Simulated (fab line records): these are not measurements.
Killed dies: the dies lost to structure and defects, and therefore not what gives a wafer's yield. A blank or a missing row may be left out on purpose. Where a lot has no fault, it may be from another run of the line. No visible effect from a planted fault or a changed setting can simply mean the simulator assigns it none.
What tool caused it? | flow ritCmos | 14 lots, 42 wafers sampled, at 3 steps of a route of 202

WHAT EACH GAUGE READ, for each wafer
RIT_PLDD_OVL_MEAS_06. Usual: for PLDD_OVL the level is -0.7 nm and the standard deviation is 1.4.
lot  | measured    | on         | PLDD_OVL (nm)  | flag
L809 | day 3 07:03 | overlay-01 | 1.4 0.3 -0.7   | 
L810 | day 3 11:38 | overlay-01 | 0.4 -0.1 -0.2  | 
L811 | day 3 19:33 | overlay-02 | -0.5 -0.4 0.3  | 
L814 | day 4 05:46 | overlay-02 | -0.6 -1.3 -0.5 | 
L815 | day 4 08:34 | overlay-02 | 2.0 1.5 1.5    | 
L817 | day 4 20:38 | overlay-02 | -3.0 0.0 -1.2  | 
L820 | day 5 11:15 | overlay-02 | -0.6 0.1 -0.2  | 
L822 | day 5 17:39 | overlay-01 | -2.3 -3.3 -3.9 | 
L825 | day 6 14:19 | overlay-01 | -0.3 -0.1 -2.0 | 
L826 | day 6 18:49 | overlay-02 | -2.1 -2.4 -4.5 | 
L827 | day 6 21:16 | overlay-02 | 0.2 1.3 -0.9   | 
L828 | day 7 05:10 | overlay-01 | -1.1 0.1 -1.1  | 
L829 | day 7 09:58 | overlay-02 | 1.2 0.4 -0.9   | 
L831 | day 7 19:16 | overlay-02 | 1.0 0.7 -1.5   | 

RIT_NSD_OVL_MEAS_06. Usual: for NSD_OVL the level is -0.6 nm and the standard deviation is 1.5.
lot  | measured    | on         | NSD_OVL (nm)   | flag
L809 | day 3 11:22 | overlay-01 | -2.3 1.2 1.9   | 
L810 | day 3 15:34 | overlay-02 | -2.2 -1.9 -2.1 | 
L811 | day 3 23:37 | overlay-02 | 2.5 2.5 2.1    | 
L814 | day 4 09:45 | overlay-02 | 0.9 -0.2 0.6   | 
L815 | day 4 13:05 | overlay-02 | 1.4 1.7 -1.5   | 
L817 | day 5 01:31 | overlay-02 | -1.4 0.7 -2.2  | 
L820 | day 5 15:21 | overlay-01 | -0.3 1.7 0.0   | 
L822 | day 5 21:43 | overlay-01 | 2.1 -2.1 1.7   | 
L825 | day 6 18:21 | overlay-01 | 0.2 -2.2 -2.7  | 
L826 | day 6 22:51 | overlay-02 | 0.9 -1.3 1.0   | 
L827 | day 7 01:21 | overlay-01 | -3.4 -2.6 -3.7 | 
L828 | day 7 09:05 | overlay-02 | 0.8 0.2 0.4    | 
L829 | day 7 14:16 | overlay-01 | -2.5 -1.5 -0.3 | 
L831 | day 7 23:18 | overlay-01 | -0.6 0.4 0.2   | 

WHICH TOOL RAN EACH LOT (tool, then ch and the chambers of the sampled wafers, then the start)
lot  | RIT_GATE_STRIP_20
L809 | plasmaAsher-03 ch 0,1, day 2 22:10
L810 | plasmaAsher-02 ch 0,1, day 3 05:38
L811 | plasmaAsher-03 ch 0,1, day 3 12:27
L814 | plasmaAsher-01 ch 0,1, day 4 00:13
L815 | plasmaAsher-02 ch 0,1, day 4 01:33
L817 | plasmaAsher-03 ch 0,1, day 4 14:56
L820 | plasmaAsher-03 ch 0,1, day 5 05:29
L822 | plasmaAsher-01 ch 0,1, day 5 12:01
L825 | plasmaAsher-01 ch 0,1, day 6 07:11
L826 | plasmaAsher-01 ch 0,1, day 6 13:05
L827 | plasmaAsher-03 ch 0,1, day 6 15:33
L828 | plasmaAsher-03 ch 0,1, day 6 21:38
L829 | plasmaAsher-02 ch 0, day 7 02:50
L831 | plasmaAsher-01 ch 0,1, day 7 12:41
- RIT_GATE_STRIP_20: strips in O2, time 180 s.

AS READ BY THE TOOLS THEMSELVES (means over the sampled wafers that have a number; for cases with no such wafer, the mark the record gives instead)
RIT_GATE_STRIP_20. Usual: drypumpMotorCurrentA 5.6 A, standard deviation 0.36.
lot  | tool           | drypumpMotorCurrentA (A) | flag
L809 | plasmaAsher-03 | 5.3                      | 
L810 | plasmaAsher-02 | 5.6                      | 
L811 | plasmaAsher-03 | 5.4                      | 
L814 | plasmaAsher-01 | 5.8                      | 
L815 | plasmaAsher-02 | 5.7                      | 
L817 | plasmaAsher-03 | 5.3                      | 
L820 | plasmaAsher-03 | 5.4                      | 
L822 | plasmaAsher-01 | 5.8                      | 
L825 | plasmaAsher-01 | 6.0                      | 
L826 | plasmaAsher-01 | 6.0                      | 
L827 | plasmaAsher-03 | 5.5                      | 
L828 | plasmaAsher-03 | 5.4                      | 
L829 | plasmaAsher-02 | 5.5                      | 
L831 | plasmaAsher-01 | 6.0                      | 

THE ANSWER, worked out from the rows above alone
Rule: lot off if the mean of its wafers having a number is beyond 3 standard deviations from the usual mean. A lot without any number at a reading at which 4 lots or more have one is off too. Any other lot the step has rows for is counted as sound. After the gauges, taken in route order, come the tools' own readings; for these a lot's mean is taken, as printed above. The first step at which some lot is off is used, and at that step the reading that is off furthest; a lot without a number counts as furthest.
Across all readings shown, no lot is off: no conclusion can be drawn from this.

WHAT WAS PUT IN BY THE SIMULATOR
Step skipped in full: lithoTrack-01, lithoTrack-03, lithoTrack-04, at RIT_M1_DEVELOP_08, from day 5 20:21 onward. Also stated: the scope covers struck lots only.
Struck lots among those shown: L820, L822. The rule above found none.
